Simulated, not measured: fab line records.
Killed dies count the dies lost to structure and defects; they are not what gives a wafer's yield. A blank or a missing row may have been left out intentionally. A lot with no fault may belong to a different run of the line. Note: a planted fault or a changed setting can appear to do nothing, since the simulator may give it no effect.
fab line records	flow rit-cmos
record lots=6	wafers=18	last-day=5
route steps=202 shown NLDD@160 SILICIDE@161 CONTACT@168 M1@202
lots that met no fault: from a run of the same line without faults
start-h: hours from the record's opening day to when the first of the lot's shown wafers began	wait-h: hours from the lot's prior step to this one	" the same as in the row above	L1.1+2: a single row standing in for several wafers	- no value, or no start given	* or withheld: withheld	< > ~ a bound
route shown NAME@n: NAME is a module with steps in the file, n the number in the route of the first one	usual: mean/standard deviation taken from wafers without a fault	same: alike in all rows	chamber/n: place in a boat	sites: each site's reading	_std_site: the values' standard deviation	_edge_site: inner sites' mean taken away from outer sites' mean	radius-mm: how far each site lies from the wafer's centre	mask NAME#n: copy n	behind: tool/chamber where the wafer was last shaped	hold: cause of the lot's hold/its duration in hours/its outcome	device: which transistor (n, p or np) failed to switch	end of line: the tests these same wafers got at the end of their route	for a step that has no rows: nothing shown but its recipe	killed: dies that structure and defects cost at the first sort, which is not the same as the wafer's yield	map: dies across one wafer; x = killed, . = not, _ = none there
set.NAME: the setting as run; set.NAME@STEP: as run at that earlier step	model.NAME: the simulator's own value behind a step, which no gauge read
lots at some steps of the route; a table a step, a row a wafer
services: from which hour (start-h, from the record's first day; less than 0 if before it) a tool's chamber was out of use, for how many hours, and why
## steps
# step RIT_SDANNEAL_RS_MEAS_07
# recipe thk-meas-gauge=four-point-probe
# usual NLDD_RS=151.4/0.56
lot.wafer	tool	chamber	start-h	wait-h	NLDD_RS[ohm/sq]
L464.1	film-metro-01	-	65.32	0.1	151.2
L464.3	"	-	"	"	151.1
L464.6	"	-	"	"	151.3
L466.1	film-metro-01	-	71.37	0.1	150.6
L466.2	"	-	"	"	151.3
L466.6	"	-	"	"	151.1
L470.1	film-metro-02	-	90.20	0.1	150.3
L470.2	"	-	"	"	150.7
L470.4	"	-	"	"	150.5
L471.3	film-metro-02	-	94.32	0.1	151.2
L471.4	"	-	"	"	151.4
L471.5	"	-	"	"	151.7
L475.1	film-metro-01	-	114.55	0.1	152.3
L475.4	"	-	"	"	151.2
L475.5	"	-	"	"	150.7
L476.1	film-metro-01	-	120.04	0.1	152.1
L476.3	"	-	"	"	151.9
L476.6	"	-	"	"	152.0
# step RIT_SILICIDE_WET_ETCH_00
# recipe chemistry=BOE	target=SiO2	target-depth-nm=14	time-s=15	dry=n2-spin	dilution=10:1	temp-c=21.5
# step RIT_SILICIDE_SPUTTER_01
# recipe material=Ti	target-thk-nm=30	power-w=350	chamber-pressure-pa=0.667	gas=Ar	time-s=240	substrate-temp-c=25
# usual throttle-valve-pct=29.7/0.83
lot.wafer	tool	chamber	start-h	wait-h	throttle-valve-pct
L464.1	pvd-sputter-01	-	65.45	0.0	28.6
L464.3	"	-	"	"	30.7
L464.6	"	-	"	"	29.6
L466.1	pvd-sputter-03	-	71.50	0.0	29.7
L466.2	"	-	"	"	29.3
L466.6	"	-	"	"	29.5
L470.1	pvd-sputter-02	-	90.33	0.0	30.1
L470.2	"	-	"	"	28.3
L470.4	"	-	"	"	29.9
L471.3	pvd-sputter-01	-	94.41	0.0	28.6
L471.4	"	-	"	"	30.6
L471.5	"	-	"	"	29.6
L475.1	pvd-sputter-01	-	114.69	0.0	29.8
L475.4	"	-	"	"	29.7
L475.5	"	-	"	"	29.6
L476.1	pvd-sputter-02	-	120.17	0.0	27.9
L476.3	"	-	"	"	30.1
L476.6	"	-	"	"	31.0
# step RIT_SILICIDE_RS_MEAS_02
# recipe thk-meas-gauge=four-point-probe	reads=Ti_of_SILICIDE_SPUTTER_01
# usual SILICIDE_TI_RS=47.7/0.63
lot.wafer	tool	chamber	start-h	wait-h	SILICIDE_TI_RS[ohm/sq]
L464.1	film-metro-04	-	65.60	0.1	48.1
L464.3	"	-	"	"	47.9
L464.6	"	-	"	"	48.5
L466.1	film-metro-03	-	71.65	0.1	47.8
L466.2	"	-	"	"	47.7
L466.6	"	-	"	"	48.5
L470.1	film-metro-03	-	90.48	0.1	47.8
L470.2	"	-	"	"	47.7
L470.4	"	-	"	"	47.7
L471.3	film-metro-04	-	94.60	0.1	48.7
L471.4	"	-	"	"	48.9
L471.5	"	-	"	"	49.2
L475.1	film-metro-04	-	114.84	0.1	47.3
L475.4	"	-	"	"	47.1
L475.5	"	-	"	"	48.0
L476.1	film-metro-04	-	120.32	0.1	48.8
L476.3	"	-	"	"	48.3
L476.6	"	-	"	"	47.4
# step RIT_SILICIDE_THK_MEAS_03
# recipe thk-meas-gauge=xrf	reads=Ti_of_SILICIDE_SPUTTER_01
# usual SILICIDE_TI_THK=30.6/0.34
lot.wafer	tool	chamber	start-h	wait-h	SILICIDE_TI_THK[nm]
L464.1	film-metro-04	-	65.72	0.1	30.4
L464.3	"	-	"	"	30.5
L464.6	"	-	"	"	30.2
L466.1	film-metro-03	-	71.77	0.1	30.8
L466.2	"	-	"	"	30.8
L466.6	"	-	"	"	30.4
L470.1	film-metro-03	-	90.60	0.1	30.6
L470.2	"	-	"	"	30.8
L470.4	"	-	"	"	30.7
L471.3	film-metro-04	-	94.70	0.1	29.8
L471.4	"	-	"	"	29.9
L471.5	"	-	"	"	29.7
L475.1	film-metro-04	-	114.96	0.1	30.4
L475.4	"	-	"	"	30.7
L475.5	"	-	"	"	30.2
L476.1	film-metro-04	-	120.44	0.1	30.0
L476.3	"	-	"	"	30.3
L476.6	"	-	"	"	30.7
# step RIT_SILICIDE_RTA_04
# recipe temp-c=650	time-s=10	idle-temp-c=25	ramp-up-s=5	ramp-down-s=5	cool-to-c=25	ambient=N2
# usual wafer_temp_C_max=653.0/1.2
lot.wafer	tool	chamber	start-h	wait-h	wafer_temp_C_max
L464.1	rtp-anneal-02	0	65.78	0.1	654.0
L464.3	"	0	"	"	653.9
L464.6	"	0	"	"	654.5
L466.1	rtp-anneal-02	0	71.83	0.1	656.7
L466.2	"	0	"	"	653.3
L466.6	"	0	"	"	653.5
L470.1	rtp-anneal-02	0	90.66	0.1	652.8
L470.2	"	0	"	"	654.5
L470.4	"	0	"	"	655.0
L471.3	rtp-anneal-01	0	94.77	0.1	651.5
L471.4	"	0	"	"	651.7
L471.5	"	0	"	"	652.1
L475.1	rtp-anneal-01	0	115.02	0.1	652.1
L475.4	"	0	"	"	652.2
L475.5	"	0	"	"	651.5
L476.1	rtp-anneal-02	0	120.50	0.1	654.4
L476.3	"	0	"	"	653.3
L476.6	"	0	"	"	654.8
# step RIT_SILICIDE_WET_ETCH_05
# recipe chemistry=SPM	target=Ti	temp-c=90	time-s=120	dry=n2-spin
# step RIT_SILICIDE_RTA_06
# recipe temp-c=750	time-s=10	idle-temp-c=25	ramp-up-s=5	ramp-down-s=10	cool-to-c=25	ambient=N2
# usual wafer_temp_C_max=753.5/1.4
lot.wafer	tool	chamber	start-h	wait-h	wafer_temp_C_max
L464.1	rtp-anneal-01	0	65.89	0.0	752.7
L464.3	"	0	"	"	752.4
L464.6	"	0	"	"	752.2
L466.1	rtp-anneal-01	0	71.94	0.0	752.9
L466.2	"	0	"	"	752.3
L466.6	"	0	"	"	752.8
L470.1	rtp-anneal-01	0	90.77	0.0	752.7
L470.2	"	0	"	"	752.0
L470.4	"	0	"	"	752.3
L471.3	rtp-anneal-02	0	94.87	0.0	754.6
L471.4	"	0	"	"	752.9
L471.5	"	0	"	"	753.5
L475.1	rtp-anneal-02	0	115.13	0.0	754.9
L475.4	"	0	"	"	753.6
L475.5	"	0	"	"	753.6
L476.1	rtp-anneal-01	0	120.62	0.0	751.7
L476.3	"	0	"	"	752.5
L476.6	"	0	"	"	751.8
# step RIT_CONTACT_CVD_00
# recipe material=SiO2	target-thk-nm=400	precursor=TEOS	temp-c=390	time-s=61	rf-w=400
# usual heater-power-w=300/44
lot.wafer	tool	chamber	start-h	wait-h	heater-power-w	since-wet-clean-h
L464.1	pecvd-04	2	65.96	0.1	304	1402
L464.3	"	1	"	"	365	1402
L464.6	"	2	"	"	308	-
L466.1	pecvd-03	2	72.00	0.1	250	1018
L466.2	"	0	"	"	372	1018
L466.6	"	2	"	"	265	-
L470.1	pecvd-04	0	90.84	0.1	208	1427
L470.2	"	2	"	"	269	1427
L470.4	"	0	"	"	223	-
L471.3	pecvd-01	1	94.92	0.0	315	246
L471.4	"	2	"	"	325	-
L471.5	"	0	"	"	221	-
L475.1	pecvd-03	0	115.19	0.1	336	1061
L475.4	"	1	"	"	258	-
L475.5	"	2	"	"	320	-
L476.1	pecvd-04	2	120.68	0.1	309	1457
L476.3	"	1	"	"	341	1457
L476.6	"	2	"	"	310	-
# step RIT_CONTACT_THK_MEAS_01
# recipe reads=SiO2_of_CONTACT_CVD_00
# usual CONTACT_TEOS_THK=398/5.7
lot.wafer	tool	chamber	start-h	wait-h	CONTACT_TEOS_THK[nm]
L464.1	film-metro-04	-	66.01	0.0	397
L464.3	"	-	"	"	395
L464.6	"	-	"	"	396
L466.1	film-metro-03	-	72.05	0.0	395
L466.2	"	-	"	"	399
L466.6	"	-	"	"	402
L470.1	film-metro-04	-	90.89	0.0	407
L470.2	"	-	"	"	396
L470.4	"	-	"	"	409
L471.3	film-metro-03	-	94.99	0.0	389
L471.4	"	-	"	"	400
L471.5	"	-	"	"	396
L475.1	film-metro-02	-	115.24	0.0	384
L475.4	"	-	"	"	390
L475.5	"	-	"	"	394
L476.1	film-metro-02	-	120.73	0.0	392
L476.3	"	-	"	"	396
L476.6	"	-	"	"	398
# step RIT_CONTACT_HMDS_02
# recipe prime-time-s=60	prime-temp-c=140
# step RIT_CONTACT_COAT_03
# recipe resist=NOVOLAK	spin-rpm=3250	resist-thk-nm=1000
# step RIT_CONTACT_SOFTBAKE_04
# recipe resist=NOVOLAK	temp-c=90	time-s=60
# usual heater-power-total-W=34.56/0.051	plate-temp-C=90.00/0.13
lot.wafer	tool	chamber	start-h	wait-h	heater-power-total-W	plate-temp-C
L464.1	litho-track-03	0	66.37	0.1	34.59	90.03
L464.3	"	0	"	"	34.45	89.88
L464.6	"	0	"	"	34.65	89.94
L466.1	litho-track-01	0	72.41	0.1	34.53	90.05
L466.2	"	0	"	"	34.55	90.02
L466.6	"	0	"	"	34.51	89.93
L470.1	litho-track-01	0	91.25	0.1	34.54	89.84
L470.2	"	0	"	"	34.56	90.01
L470.4	"	0	"	"	34.57	89.87
L471.3	litho-track-03	0	95.38	0.1	34.63	90.28
L471.4	"	0	"	"	34.58	90.19
L471.5	"	0	"	"	34.53	90.05
L475.1	litho-track-01	0	115.60	0.1	32.59	86.18
L475.4	"	0	"	"	32.53	86.21
L475.5	"	0	"	"	32.63	86.44
L476.1	litho-track-01	0	121.09	0.1	32.66	86.43
L476.3	"	0	"	"	32.63	86.41
L476.6	"	0	"	"	32.65	86.27
# step RIT_CONTACT_EXPOSE_05
# recipe mask-id=M11	na=0.6	source-shape=conventional	sigma-outer=0.5	target-cd-nm=1000	dose-mj=250
# step RIT_CONTACT_PEB_06
# recipe resist=NOVOLAK	temp-c=withheld	time-s=withheld
# step RIT_CONTACT_DEVELOP_07
# recipe resist=NOVOLAK	develop-time-s=120	dev-temp-c=23
# usual developer-temp-C=23.00/0.11
lot.wafer	tool	chamber	start-h	wait-h	developer-temp-C	model.NOVOLAK_of_CONTACT_COAT_03.thk-nm
L464.1	litho-track-02	0	-	-	22.91	997.5
L464.3	"	0	"	"	22.99	1003
L464.6	"	0	"	"	22.86	997.9
L466.1	litho-track-02	0	-	-	23.09	997.2
L466.2	"	0	"	"	22.98	997.2
L466.6	"	0	"	"	23.07	996.3
L470.1	litho-track-01	0	-	-	22.75	996
L470.2	"	0	"	"	22.81	998.8
L470.4	"	0	"	"	22.80	997.5
L471.3	litho-track-02	0	-	-	22.95	998.2
L471.4	"	0	"	"	23.18	1001
L471.5	"	0	"	"	22.94	997.2
L475.1	litho-track-01	0	-	-	22.95	1010
L475.4	"	0	"	"	23.10	1013
L475.5	"	0	"	"	22.99	1010
L476.1	litho-track-01	0	-	-	22.99	1011
L476.3	"	0	"	"	23.01	1009
L476.6	"	0	"	"	22.99	1009
# step RIT_CONTACT_CD_MEAS_08
# recipe target-cd-nm=1000
# usual cd-nm=998.9/2.5
lot.wafer	tool	chamber	start-h	wait-h	cd-nm
L464.1	cd-sem-01	-	67.16	-	993.0
L464.3	"	-	"	"	995.9
L464.6	"	-	"	"	995.9
L466.1	cd-sem-01	-	73.08	-	999.7
L466.2	"	-	"	"	1001.3
L466.6	"	-	"	"	999.7
L470.1	cd-sem-01	-	92.04	-	997.7
L470.2	"	-	"	"	998.2
L470.4	"	-	"	"	999.4
L471.3	cd-sem-02	-	96.16	-	1002.3
L471.4	"	-	"	"	999.7
L471.5	"	-	"	"	1000.8
L475.1	cd-sem-02	-	116.27	-	998.1
L475.4	"	-	"	"	996.2
L475.5	"	-	"	"	996.9
L476.1	cd-sem-01	-	121.76	-	1000.5
L476.3	"	-	"	"	1001.6
L476.6	"	-	"	"	1003.4
# step RIT_M1_PROBE_99
# usual killed-at-front-end=7/3.2	killed-dies=7/3.2	killed-on-rim=1.7/1.3	killed-open=3.2/2.1	killed-short=3.5/2.2
# same gross-dies=264	killed_at_M0_to_M3=0	killed_at_M4_up=0	killed-at-back-side=0	killed-at-contacts=0	killed-at-other=0
lot.wafer	tool	chamber	start-h	wait-h	killed-at-front-end	killed-dies	killed-on-rim	killed-open	killed-short
L464.1	prober-02	-	72.32	0.1	4	4	2	2	2
L464.3	prober-02	-	72.42	0.2	13	13	4	6	7
L464.6	prober-02	-	72.57	0.2	8	8	1	2	6
L466.1	prober-02	-	78.38	0.1	3	3	0	2	1
L466.2	prober-02	-	78.43	0.1	3	3	1	0	3
L466.6	prober-02	-	78.63	0.2	8	8	0	5	3
L470.1	prober-02	-	97.62	0.1	9	9	0	7	2
L470.2	prober-02	-	97.67	0.1	8	8	1	5	3
L470.4	prober-02	-	97.77	0.2	7	7	2	3	4
L471.3	prober-01	-	101.40	0.2	7	7	2	2	5
L471.4	prober-01	-	101.45	0.2	5	5	2	2	3
L471.5	prober-01	-	101.50	0.2	2	2	1	0	2
L475.1	prober-01	-	121.57	0.1	9	9	1	5	4
L475.4	prober-01	-	121.72	0.2	12	12	2	8	4
L475.5	prober-01	-	121.77	0.2	16	16	5	5	11
L476.1	prober-02	-	128.08	0.1	6	6	0	4	2
L476.3	prober-02	-	128.18	0.2	10	10	1	9	1
L476.6	prober-02	-	128.33	0.2	7	7	3	3	4
# killed by level:class
L464.1 FOX1:geometric-particle:short=1 SPACER:geometric-particle:open=1 SPACER:geometric-particle:short=1 SILICIDE:geometric-particle:open=1
L464.3 GATE:geometric-particle:short=4 GATE:geometric-particle:open=3 SILICIDE:geometric-particle:short=2 FOX1:geometric-particle:open=1 FOX2:geometric-particle:open=1 REOX:geometric-particle:short=1 SPACER:geometric-particle:open=1
L464.6 FOX2:geometric-particle:short=2 FOX1:geometric-particle:short=1 GATE:geometric-particle:short=1 GATE:geometric-particle:open=1 SPACER:geometric-particle:short=1 SPACER:geometric-particle:open=1 SILICIDE:geometric-particle:short=1
L466.1 FOX1:geometric-particle:open=1 FOX1:geometric-particle:short=1 SPACER:geometric-particle:open=1
L466.2 FOX2:geometric-particle:short=1 SPACER:geometric-particle:short=1 SILICIDE:geometric-particle:short=1
L466.6 GATE:geometric-particle:short=2 GATE:geometric-particle:open=2 ACTIVE:geometric-particle:short=1 FOX1:geometric-particle:open=1 SPACER:geometric-particle:open=1 SILICIDE:geometric-particle:open=1
L470.1 GATE:geometric-particle:open=4 SPACER:geometric-particle:open=2 GATE:geometric-particle:short=1 REOX:geometric-particle:open=1 SPACER:geometric-particle:short=1
L470.2 GATE:geometric-particle:open=3 GATE:geometric-particle:short=2 REOX:geometric-particle:open=1 REOX:geometric-particle:short=1 SPACER:geometric-particle:open=1
L470.4 REOX:geometric-particle:short=2 FOX1:geometric-particle:short=1 GATE:geometric-particle:short=1 GATE:geometric-particle:open=1 SPACER:geometric-particle:open=1 SILICIDE:geometric-particle:open=1
L471.3 FOX1:geometric-particle:short=2 SPACER:geometric-particle:short=2 GATE:geometric-particle:short=1 REOX:geometric-particle:open=1 SILICIDE:geometric-particle:open=1
L471.4 FOX2:geometric-particle:short=1 GATE:geometric-particle:open=1 REOX:geometric-particle:short=1 SPACER:geometric-particle:open=1 SPACER:geometric-particle:short=1
L471.5 ACTIVE:geometric-particle:short=1 GATE:geometric-particle:short=1
L475.1 REOX:geometric-particle:short=3 GATE:geometric-particle:open=2 FOX2:geometric-particle:open=1 GATE:geometric-particle:short=1 REOX:geometric-particle:open=1 SILICIDE:geometric-particle:open=1
L475.4 GATE:geometric-particle:open=3 REOX:geometric-particle:open=3 FOX1:geometric-particle:open=2 FOX2:geometric-particle:short=1 GATE:geometric-particle:short=1 REOX:geometric-particle:short=1 SPACER:geometric-particle:short=1
L475.5 GATE:geometric-particle:short=4 FOX1:geometric-particle:short=3 REOX:geometric-particle:short=3 GATE:geometric-particle:open=2 REOX:geometric-particle:open=2 SPACER:geometric-particle:short=1 SILICIDE:geometric-particle:open=1
L476.1 GATE:geometric-particle:open=2 SILICIDE:geometric-particle:short=2 REOX:geometric-particle:open=1 SPACER:geometric-particle:open=1
L476.3 GATE:geometric-particle:open=3 FOX1:geometric-particle:open=2 FOX2:geometric-particle:open=2 REOX:geometric-particle:open=1 SPACER:geometric-particle:short=1 SILICIDE:geometric-particle:open=1
L476.6 REOX:geometric-particle:short=2 FOX1:geometric-particle:short=1 FOX1:geometric-particle:open=1 FOX2:geometric-particle:short=1 GATE:geometric-particle:open=1 REOX:geometric-particle:open=1
## services
tool	chamber	start-h	hours	kind
pvd-sputter-01	-	51.87	2.8	repair
pvd-sputter-02	-	52.58	1.0	repair
pvd-sputter-02	-	53.10	25.2	repair
pecvd-01	0	114.05	6.9	repair
## key
first-sign step=RIT_CONTACT_SOFTBAKE_04	reading=heater-power-total-W	direction=down	sigmas=38	usual=34.56	struck=32.62
effect step=RIT_CONTACT_SOFTBAKE_04	reading=plate-temp-C	direction=down	sigmas=28	usual=*	struck=*
model-effect step=RIT_CONTACT_DEVELOP_07	value=NOVOLAK_of_CONTACT_COAT_03.thk-nm	without=1000	struck=1010
met-at RIT_CONTACT_SOFTBAKE_04
struck-wafers L475.1,L475.4,L475.5,L476.1,L476.3,L476.6
tester-left-out L475,L476
loop-trim step=RIT_CONTACT_EXPOSE_05	setting=dose	lots=L476
onset-between 91.25 115.60
fault kind=process-parameter-drift	tool=litho-track-01	chamber=-	onset-h=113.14	steps=RIT_CONTACT_SOFTBAKE_04	channel=temp-c	offset=*	shape=step	end-h=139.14	acts-in=*	stated=*
# tester-left-out: of these lots the tester's yield and bins aren't shown, on N5 and GAA mostly nor the transistor test; their killed dies are dies lost to structure and defects alone, not to doping, threshold or leakage, so they don't give the yield
# loop-trim: a control loop set the setting to another value than it would have without faults
